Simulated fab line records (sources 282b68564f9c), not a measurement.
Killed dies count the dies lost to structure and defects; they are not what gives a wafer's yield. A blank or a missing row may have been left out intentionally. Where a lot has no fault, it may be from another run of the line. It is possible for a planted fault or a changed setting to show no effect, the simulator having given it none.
Which tool did it? ; flow rit-cmos ; 39 wafers from 13 lots sampled at 2 of the route's 202 steps

WHAT THE GAUGES READ, wafer by wafer
RIT_GATE_CD_MEAS_16 targets a cd of 150 nm.
lot;measured;on;cd-nm (nm)
L725;day 2 11:57;cd-sem-01;151.0 151.4 152.5
L726;day 2 19:18;cd-sem-01;146.1 146.7 145.9
L727;day 2 22:25;cd-sem-01;152.5 150.3 151.0
L729;day 3 09:47;cd-sem-01;138.2 138.4 140.6
L733;day 4 09:04;cd-sem-01;149.1 150.3 149.9
L739;day 5 16:04;cd-sem-01;151.2 148.7 151.2
L740;day 5 18:58;cd-sem-01;152.3 155.9 154.0
L742;day 6 06:44;cd-sem-02;147.3 145.6 148.0
L743;day 6 08:04;cd-sem-02;148.0 148.4 146.9
L744;day 6 13:50;cd-sem-01;148.6 150.8 150.1
L745;day 6 21:58;cd-sem-01;148.3 148.2 148.8
L746;day 7 00:41;cd-sem-01;145.9 147.6 147.4
L747;day 7 07:11;cd-sem-02;147.0 146.4 144.9

WHAT TOOL EACH LOT RAN ON (gives the tool, then ch and the chambers of the sampled wafers, and finally the start)
lot;RIT_GATE_EXPOSE_13
L725;iline-stepper-02 ch 0, day 2 11:33
L726;iline-stepper-02 ch 0, day 2 18:54
L727;iline-stepper-02 ch 0, day 2 22:01
L729;iline-stepper-02 ch 0, day 3 09:22
L733;iline-stepper-02 ch 0, day 4 08:40
L739;iline-stepper-02 ch 0, day 5 15:40
L740;iline-stepper-01 ch 0, day 5 18:28
L742;iline-stepper-02 ch 0, day 6 06:20
L743;iline-stepper-01 ch 0, day 6 07:40
L744;iline-stepper-01 ch 0, day 6 13:26
L745;iline-stepper-02 ch 0, day 6 21:34
L746;iline-stepper-01 ch 0, day 7 00:16
L747;iline-stepper-02 ch 0, day 7 06:47
- RIT_GATE_EXPOSE_13: exposes mask M6, target cd 150 nm.

AS READ BY THE TOOLS THEMSELVES (means over the sampled wafers that have a number; for cases with no such wafer, the mark the record gives instead)
The record holds no such reading with a usual standard deviation.

THE ANSWER, worked out from the rows above alone
Rule: usual is defined by the lots themselves. The widest of any qualifying gaps counts: lots, ordered by their means at a reading, are off when they make up no more than a third of the lots, leave a main group of 4 or more, and stand apart from it by 3 or more times the standard deviation of that group's means. The tables above print the reading to a certain number of digits; a main group whose means all agree to those digits is not used. Also off: a lot with no number at a reading for which 4 or more lots have one. All remaining lots with rows at the step are treated as sound. The gauges are gone through in route order, then the tools' own readings, and for those a lot's mean is taken as printed above. At the first step where some lot is off, the reading lying furthest off is the one used; lots without a number count as furthest.
No lot is off at any reading shown: from this, nothing can be told.

WHAT WAS PUT IN BY THE SIMULATOR
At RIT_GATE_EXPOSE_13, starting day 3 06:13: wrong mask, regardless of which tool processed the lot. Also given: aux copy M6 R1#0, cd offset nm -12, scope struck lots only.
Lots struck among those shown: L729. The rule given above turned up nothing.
